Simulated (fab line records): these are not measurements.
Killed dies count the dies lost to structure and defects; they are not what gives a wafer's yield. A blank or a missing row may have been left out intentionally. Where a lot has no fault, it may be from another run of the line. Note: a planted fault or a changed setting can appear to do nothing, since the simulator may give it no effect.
Lot-split experiment + flow rit_cmos + 5 lots, 23 wafers read, on a route of 202 steps

== SPLIT DETAILS ==
At RIT_NWELL_IMPLANT_08, the setting dose_cm2 was moved away from the recipe's 5e+13 on 7 of the 23 wafers read, by -5.8% to +2.6%. The other wafers ran this setting at the recipe's value.

== FROM THE SPLIT TO THE READING: what the file shows between them, 2 steps ==
- RIT_PWELL_STRIP_09: strips in O2, time 180 s (also split here: o2_flow_sccm)
- RIT_WELLDRIVE_ANNEAL_00: time 14700 s

== THE READING ==
Measured at RIT_WELLDRIVE_RS_MEAS_01 by four-point probe: NWELL_RS, in ohm/sq. Fault-free wafers of this fab line usually give 275.7 ohm/sq, standard deviation 0.69 ohm/sq.

| wafer  | tool, chamber at the split | dose_cm2 as run | against the recipe | NWELL_RS, ohm/sq | against lot-mates on the recipe |
|--------|----------------------------|-----------------|--------------------|------------------|---------------------------------|
| L074.1 | implanter-01, 0            | 5e+13           | recipe             | 276.0            | -                               |
| L074.2 | implanter-01, 0            | 5e+13           | recipe             | 276.6            | -                               |
| L074.3 | implanter-01, 0            | 5.132e+13       | +2.6%              | 271.8            | -4.5                            |
| L074.5 | implanter-01, 0            | 5.132e+13       | +2.6%              | 271.9            | -4.4                            |
| L074.6 | implanter-01, 0            | 5.132e+13       | +2.6%              | 272.0            | -4.3                            |
| L077.1 | implanter-02, 0            | 5e+13           | recipe             | 275.8            | -                               |
| L077.2 | implanter-02, 0            | 5e+13           | recipe             | 275.3            | -                               |
| L077.5 | implanter-02, 0            | 5e+13           | recipe             | 275.2            | -                               |
| L079.1 | implanter-02, 0            | 5e+13           | recipe             | 275.5            | -                               |
| L079.3 | implanter-02, 0            | 5e+13           | recipe             | 275.6            | -                               |
| L079.4 | implanter-02, 0            | 5e+13           | recipe             | 274.9            | -                               |
| L079.5 | implanter-02, 0            | 5e+13           | recipe             | 276.1            | -                               |
| L079.6 | implanter-02, 0            | 5e+13           | recipe             | 275.1            | -                               |
| L084.1 | implanter-02, 0            | 5.112e+13       | +2.2%              | 272.8            | -4.0                            |
| L084.2 | implanter-02, 0            | 5e+13           | recipe             | 276.5            | -                               |
| L084.3 | implanter-02, 0            | 5.112e+13       | +2.2%              | 272.3            | -4.5                            |
| L084.4 | implanter-02, 0            | 5e+13           | recipe             | 277.2            | -                               |
| L084.6 | implanter-02, 0            | 5e+13           | recipe             | 276.6            | -                               |
| L085.1 | implanter-02, 0            | 5e+13           | recipe             | 275.6            | -                               |
| L085.2 | implanter-02, 0            | 5e+13           | recipe             | 275.1            | -                               |
| L085.3 | implanter-02, 0            | 4.709e+13       | -5.8%              | 285.6            | +10.3                           |
| L085.5 | implanter-02, 0            | 5e+13           | recipe             | 275.3            | -                               |
| L085.6 | implanter-02, 0            | 4.709e+13       | -5.8%              | 285.0            | +9.7                            |

FIT RESULTS
A straight line over all 23 wafers: NWELL_RS changes by -1.58 ohm/sq for each +1% of dose_cm2; r = -0.99; the points scatter about the line by 0.6 ohm/sq.
The same after taking each lot's own level away (the mean of its wafers on the recipe; 23 wafers): -1.72 ohm/sq for each +1%; r = -1.00; scatter 0.33 ohm/sq.
According to that fit, moving dose_cm2 by its largest amount changes the reading by 10 ohm/sq.
The span of the lots' own levels, 275.33 to 276.77 ohm/sq, comes to 2.1 times the standard deviation stated above.
Consequently the slope shifts little with the lot-to-lot level, the two slopes agreeing.
Check: for one of the wafers moved furthest among these (-5.8%), held out of the fit, the line's prediction against its lot-mates is +9.82 ohm/sq. It came out at +10.3 ohm/sq against them.

== ADDITIONAL SPLITS CARRIED BY THESE WAFERS ==
Before the reading, these wafers also passed through other splits. Each is held against what the fit with the lots' levels taken away leaves over:
| other split on the same wafers       | wafers away from the commonest value | r with NWELL_RS (lot level and that fit taken away) |
|--------------------------------------|--------------------------------------|-----------------------------------------------------|
| RIT_ACTIVE_CVD_03 sih2cl2_flow_sccm  | 18                                   | +0.21                                               |
| RIT_ACTIVE_DEVELOP_10 develop_time_s | 9                                    | +0.01                                               |
| RIT_FOX2_OXIDATION_00 temp_c         | 18                                   | +0.19                                               |
| RIT_PWELL_STRIP_09 o2_flow_sccm      | 7                                    | +0.33                                               |

== THE FILE'S OWN FIT ==
NWELL_RS changes by -1.73 ohm/sq for each +1% of dose_cm2, r = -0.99.
